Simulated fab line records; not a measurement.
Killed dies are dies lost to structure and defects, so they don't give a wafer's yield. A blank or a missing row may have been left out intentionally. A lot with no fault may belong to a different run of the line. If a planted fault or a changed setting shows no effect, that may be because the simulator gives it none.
What tool caused it? | flow rit-cmos | route of 202 steps, sampled at 1 step: 7 lots, 21 wafers

WHAT THE GAUGES READ, wafer by wafer
RIT_ACTIVE_THK_MEAS_02.
lot  | measured    | on            | ACTIVE_OXIDE_THK (nm)
L592 | day 1 17:34 | film-metro-02 | 47.2 46.5 47.3
L595 | day 2 08:37 | film-metro-04 | 47.0 46.9 47.1
L600 | day 3 10:38 | film-metro-02 | 45.8 45.8 46.5
L602 | day 3 19:33 | film-metro-02 | 46.5 46.2 46.4
L604 | day 4 05:03 | film-metro-04 | 45.6 46.6 46.5
L606 | day 4 16:26 | film-metro-01 | 46.7 46.7 46.8
L614 | day 6 07:19 | film-metro-02 | 47.5 46.9 47.2

TOOL THAT RAN EACH LOT (tool first, then ch and the chambers of the sampled wafers, then the start)
Before these readings, the record contains no process step.

THE ANSWER, worked out from the rows above alone
Rule: usual is defined by the lots themselves. Put in order of their means at a reading, lots are off if they are a third of the lots or fewer, leave a main group of 4 or more, and stand apart from it by a gap of 3 or more times the standard deviation of the main group's means; of several such gaps the widest counts. Not used: any main group whose means are identical at the precision the tables above print for the reading. A lot without any number at a reading at which 4 lots or more have one is off too. The other lots that the step has rows for count as sound.
No lot is off on any of the readings shown, so nothing can be concluded from this.

WHAT HAD BEEN PUT IN BY THE SIMULATOR
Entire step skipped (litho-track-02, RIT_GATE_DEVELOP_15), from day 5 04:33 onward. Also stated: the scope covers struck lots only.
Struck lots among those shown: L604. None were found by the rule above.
